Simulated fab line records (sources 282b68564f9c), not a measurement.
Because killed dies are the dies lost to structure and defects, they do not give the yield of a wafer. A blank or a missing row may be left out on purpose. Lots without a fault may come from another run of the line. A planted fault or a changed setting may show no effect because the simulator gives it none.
Lot-split experiment	flow rit-cmos	route with 202 steps; 5 lots, 23 wafers read

THE SPLIT
At RIT_PLDD_IMPLANT_08, the setting energy-kev was moved away from the recipe's 20 on 8 of the 23 wafers read, by -5.4% to +3.5%. All remaining wafers had this setting at the recipe value.

The reading is taken at the split's own step.

THE READING
In nm, at RIT_PLDD_IMPLANT_08: implant.drp-nm, which is the simulator's own figure and was read by no gauge. No usual value for it is given in the file.

wafer	tool, chamber at the split	energy-kev as run	against the recipe	implant.drp-nm, nm	against lot-mates on the recipe
L074.1	implanter-04, 0	20	recipe	9.752	-
L074.3	implanter-04, 0	20	recipe	9.752	-
L074.2	implanter-04, 0	20.7	+3.5%	9.99	+0.238
L074.4	implanter-04, 0	20.7	+3.5%	9.99	+0.238
L074.6	implanter-04, 0	20.7	+3.5%	9.99	+0.238
L076.1	implanter-04, 0	20	recipe	9.752	-
L076.3	implanter-04, 0	20	recipe	9.752	-
L076.4	implanter-04, 0	20	recipe	9.752	-
L076.5	implanter-04, 0	19.38	-3.1%	9.538	-0.214
L076.6	implanter-04, 0	19.38	-3.1%	9.538	-0.214
L077.1	implanter-03, 0	20	recipe	9.752	-
L077.2	implanter-03, 0	20	recipe	9.752	-
L077.3	implanter-03, 0	20	recipe	9.752	-
L077.4	implanter-03, 0	20	recipe	9.752	-
L077.6	implanter-03, 0	20	recipe	9.752	-
L080.3	implanter-04, 0	20	recipe	9.752	-
L080.5	implanter-04, 0	20	recipe	9.752	-
L080.6	implanter-04, 0	20	recipe	9.752	-
L082.1	implanter-01, 0	18.92	-5.4%	9.379	-0.373
L082.4	implanter-01, 0	18.92	-5.4%	9.379	-0.373
L082.5	implanter-01, 0	18.92	-5.4%	9.379	-0.373
L082.3	implanter-01, 0	20	recipe	9.752	-
L082.6	implanter-01, 0	20	recipe	9.752	-

FIT RESULTS
A straight line over all 23 wafers: implant.drp-nm changes by +0.0687 nm for each +1% of energy-kev; r = +1.00; the points scatter about the line by 0.001 nm.
The same after taking each lot's own level away (the mean of its wafers on the recipe; 23 wafers): +0.0687 nm for each +1%; r = +1.00; scatter 0.001 nm.
According to that fit, moving energy-kev by its largest amount changes the reading by 0.37 nm.
The lots' own levels span 9.7520 to 9.7520 nm.
Consequently the slope shifts little with the lot-to-lot level, the two slopes agreeing.
Check: with one of the wafers moved furthest among these (-5.4%) left out of the fit, the line predicts -0.372 nm for it against its lot-mates. It came out at -0.373 nm against them.

ADDITIONAL SPLITS CARRIED BY THESE WAFERS
Before the reading, these wafers also passed through other splits. Each is held against what the fit with the lots' levels taken away leaves over:
other split on the same wafers	wafers away from the commonest value	r with implant.drp-nm (lot level and that fit taken away)
RIT_ACTIVE_CVD_03 temp-c	15	-0.52
RIT_ACTIVE_COAT_06 resist-thk-nm	7	-0.20
RIT_PWELL_SOFTBAKE_02 temp-c	10	-0.10
RIT_PWELL_IMPLANT_08 energy-kev	12	+0.16
RIT_PRETRO_COAT_01 resist-thk-nm	7	+0.36
RIT_PRETRO_HARDBAKE_07 temp-c	4	-0.02
RIT_PRETRO_IMPLANT_08 energy-kev	6	+0.08
RIT_NLDD_IMPLANT_08 energy-kev	4	-0.28

THE WHOLE CHAIN: every reading that the file lists as answering this split, in the file's order
step	what it does	reading	change (the file's fit)	r (the file's)
RIT_PLDD_IMPLANT_08		implant.rp-nm (the simulator's own value, which no gauge read)	+0.134 nm for each +1% of the setting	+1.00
RIT_PLDD_IMPLANT_08		implant.drp-nm (the simulator's own value, which no gauge read)	+0.0688 nm for each +1% of the setting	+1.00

FILE'S OWN FIT
implant.drp-nm changes by +0.0688 nm for each +1% of energy-kev, r = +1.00.
